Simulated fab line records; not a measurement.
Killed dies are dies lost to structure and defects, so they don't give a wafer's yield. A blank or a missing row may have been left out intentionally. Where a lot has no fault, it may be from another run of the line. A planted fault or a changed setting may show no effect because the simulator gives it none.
One fault through the eyes of 2 desks    flow ritCmos    what lay behind the numbers comes last; until then each desk has only its own

## AT THE METROLOGY DESK
Means of the sampled wafers that have a number, per lot and without regard to the tool the lot ran on: this is what the gauges read. The brackets show how far a lot's mean lies from the usual mean; more than 4 standard deviations puts the lot out of limits, marked OUT.
Columns: A = PLDD_TW at RIT_PLDD_TW_MEAS_10, usual 2344; B = SPACER_NITRIDE_THK at RIT_SPACER_THK_MEAS_04, usual 249.8 nm; C = NSD_OVL at RIT_NSD_OVL_MEAS_06, usual -0.3 nm
lot   first seen here  A     B      C
L756  day 3 05:01      2358  246.4  -1.8
L765  day 4 22:56      2328  251.8  -1.4
L766  day 5 03:07      2348  248.9  -0.5
L772  day 6 09:17      2328  253.3  0.7
L775  day 7 00:55      2358  251.9  2.1
L776  day 7 05:22      2354  252.1  4.2
This desk's finding: nothing out of limits on any of the 6 lots.

## FOR THE TOOL OWNER'S DESK: lithoTrack-01
At RIT_NSD_SOFTBAKE_02 (time 60 s), the tool's own readings, given per lot that ran on this tool as the mean of the sampled wafers with a number. The brackets show how far a lot's mean lies from the usual mean; more than 4 standard deviations puts the lot out of limits, marked OUT.
Columns: A = heaterPowerTotalW at RIT_NSD_SOFTBAKE_02, usual 34.56 W; B = plateTempC at RIT_NSD_SOFTBAKE_02, usual 90.00 C
lot   first seen here  A                        B
L756  day 3 07:52      34.55                    89.95
L765  day 5 01:49      27.80 (-99 or more) OUT  77.34 (-97) OUT
L766  day 5 06:00      27.83 (-99 or more) OUT  77.29 (-98) OUT
This desk finds L765, L766 out of limits, L765 being first, at day 5 01:49 (heaterPowerTotalW at RIT_NSD_SOFTBAKE_02). L756: within limits.

## BROUGHT TOGETHER
The tool owner's desk had the chance to raise an alarm at day 5 01:49 on L765, L766.
Nothing out of limits was seen by the metrology desk.
The metrology desk holds a record of L765, L766, inside its limits.
RIT_NSD_SOFTBAKE_02 was run on lithoTrack-01 by each of the lots named.

## WHAT THE SIMULATOR PUT IN
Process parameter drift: lithoTrack-01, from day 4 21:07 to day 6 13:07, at RIT_NSD_SOFTBAKE_02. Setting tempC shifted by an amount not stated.
Lots struck among those shown: L765, L766.
Delay in hours, fault start to first out-of-limits reading, by desk: the tool owner's desk at 5.
